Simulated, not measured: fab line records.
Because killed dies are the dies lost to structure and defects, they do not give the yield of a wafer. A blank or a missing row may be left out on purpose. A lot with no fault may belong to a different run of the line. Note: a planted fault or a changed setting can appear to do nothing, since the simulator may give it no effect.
Struck lot and sound lot, side by side + flow rit-cmos + 21 steps out of a route of 202
Sound: these wafers, L896.3, L896.4, L896.6. Wafers L910.1, L910.3, L910.5 were the ones struck. Last of all comes the cause.
At each step with rows: each side's tool, then ch and its chambers, then its first start. Under that, the readings that differ: sound wafers + struck wafers + difference of the means + sigmas: that difference in standard deviations of wafers without a fault.
alike: words and numbers the same on both sides, and readings whose means are apart by under 2 such deviations; not compared: readings that were withheld, readings missing a value for some wafer, numbers with overlapping values and no deviation given by the record, and bounds like >300 which may hide the same value.
The two part at a step that has a row with sigmas, a row that says differs or no value, or rows on one side only. Numbers that have no deviation but don't overlap get no sigmas and don't part them. A reading missing from all wafers of one side parts the sides only when that side holds two or more wafers.

first, 1 step without rows for these wafers: RIT_SILICIDE_WET_ETCH_00 (etches SiO2 in BOE, target depth 14 nm, time 15 s).
RIT_SILICIDE_SPUTTER_01: material Ti, target thk 30 nm, time 240 s.
  struck on pvd-sputter-02, day 6 19:57; sound on pvd-sputter-01, day 3 23:32
  alike: throttle-valve-pct
RIT_SILICIDE_RS_MEAS_02: measurement is done with a four-point probe.
  struck on film-metro-01, day 6 20:06; sound on film-metro-01, day 3 23:44
  alike: SILICIDE_TI_RS
RIT_SILICIDE_THK_MEAS_03: measures by xrf.
  struck on film-metro-01, day 6 20:13; sound on film-metro-01, day 3 23:50
  alike: SILICIDE_TI_THK
RIT_SILICIDE_RTA_04: time 10 s, ramp up 5 s, ramp down 5 s.
  sound on rtp-anneal-02 ch 0, day 3 23:53; struck on rtp-anneal-02 ch 0, day 6 20:17
  alike: wafer_temp_C_max
then, 1 step without rows for these wafers: RIT_SILICIDE_WET_ETCH_05 (etches Ti in SPM, time 120 s).
RIT_SILICIDE_RTA_06: time 10 s, ramp up 5 s, ramp down 10 s.
  sound on rtp-anneal-01 ch 0, day 4 00:00; struck on rtp-anneal-01 ch 0, day 6 20:24
  alike: wafer_temp_C_max
RIT_CONTACT_CVD_00: deposits SiO2 from TEOS, target thk 400 nm, time 61 s.
  sound on pecvd-02 ch 0,2, day 4 00:04; struck on pecvd-03 ch 0,1,2, day 6 20:28
  alike: heater-power-w
RIT_CONTACT_THK_MEAS_01:
  struck on film-metro-03, day 6 20:31; sound on film-metro-01, day 4 00:08
  alike: CONTACT_TEOS_THK
then, 3 steps without rows for these wafers: RIT_CONTACT_HMDS_02 (prime time 60 s); RIT_CONTACT_COAT_03 (resist thk 1000 nm); RIT_CONTACT_SOFTBAKE_04 (time 60 s).
RIT_CONTACT_EXPOSE_05: exposes mask M11, target cd 1000 nm.
  sound on iline-stepper-01 ch 0, day 4 00:48; struck on iline-stepper-01 ch 0, day 6 21:12
| reading              | sound                | struck               | difference | sigmas |
|----------------------|----------------------|----------------------|------------|--------|
| exposure-dose-mJ-cm2 | 250.17 250.28 249.84 | 240.69 240.58 240.59 | -9.48      | -38    |
  alike: mask
then, 2 steps without rows for these wafers: RIT_CONTACT_PEB_06; RIT_CONTACT_DEVELOP_07 (develop time 120 s).
RIT_CONTACT_CD_MEAS_08: the cd target is 1000 nm.
  struck on cd-sem-01, day 6 21:50; sound on cd-sem-01, day 4 01:19
| reading    | sound             | struck            | difference | sigmas |
|------------|-------------------|-------------------|------------|--------|
| cd-nm (nm) | 999.1 996.0 997.1 | 988.9 989.4 988.5 | -8.5       | -3     |
RIT_CONTACT_OVL_MEAS_09:
  struck on overlay-02, day 6 21:57; sound on overlay-02, day 4 01:25
  alike: CONTACT_OVL
then, 1 step without rows for these wafers: RIT_CONTACT_HARDBAKE_10 (time 60 s).
RIT_CONTACT_ETCH_11: etches SiO2 in CHF3/CF4/Ar, stops on TiSi2, target depth 480 nm, time 320 s.
  sound on rie-diel-02 ch 0,1, day 4 01:35; struck on rie-diel-03 ch 0,1,2, day 6 22:10
| reading                  | sound           | struck          | difference | sigmas |
|--------------------------|-----------------|-----------------|------------|--------|
| model.CONTACT.cd-nm (nm) | 999.3 996 996.9 | 989.5 988.7 989 | -8.3       |        |
  alike: chamber-pressure-mTorr, drypump-motor-current-A, oes-product-au, throttle-valve-pct
  not compared: rf-hours-counter-h
RIT_CONTACT_STRIP_12: strips in O2, time 180 s.
  sound on plasma-asher-04 ch 0,1, day 4 01:50; struck on plasma-asher-03 ch 0,1, day 6 22:21
  alike: chamber-pressure-mTorr, drypump-motor-current-A
  not compared: rf-hours-counter-h
RIT_M1_PROBE_99:
  struck on prober-01, day 7 03:02; sound on prober-02, day 4 07:04
  alike: killed-at-contacts, killed-at-front-end, killed-dies, killed-open, killed-short
  not compared: model.etest.contact-to-gate.bv-right-v

## WHERE THEY PART
Earliest at RIT_CONTACT_EXPOSE_05; latest, in this record, at RIT_CONTACT_CD_MEAS_08. Later steps at which nothing parts them and some readings are alike: RIT_CONTACT_OVL_MEAS_09, RIT_CONTACT_ETCH_11, RIT_CONTACT_STRIP_12, RIT_M1_PROBE_99.

WHY: the cause the simulator had injected
Drift in process parameters on iline-stepper-01 at RIT_CONTACT_EXPOSE_05, starting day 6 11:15. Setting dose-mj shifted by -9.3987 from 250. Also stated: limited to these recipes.
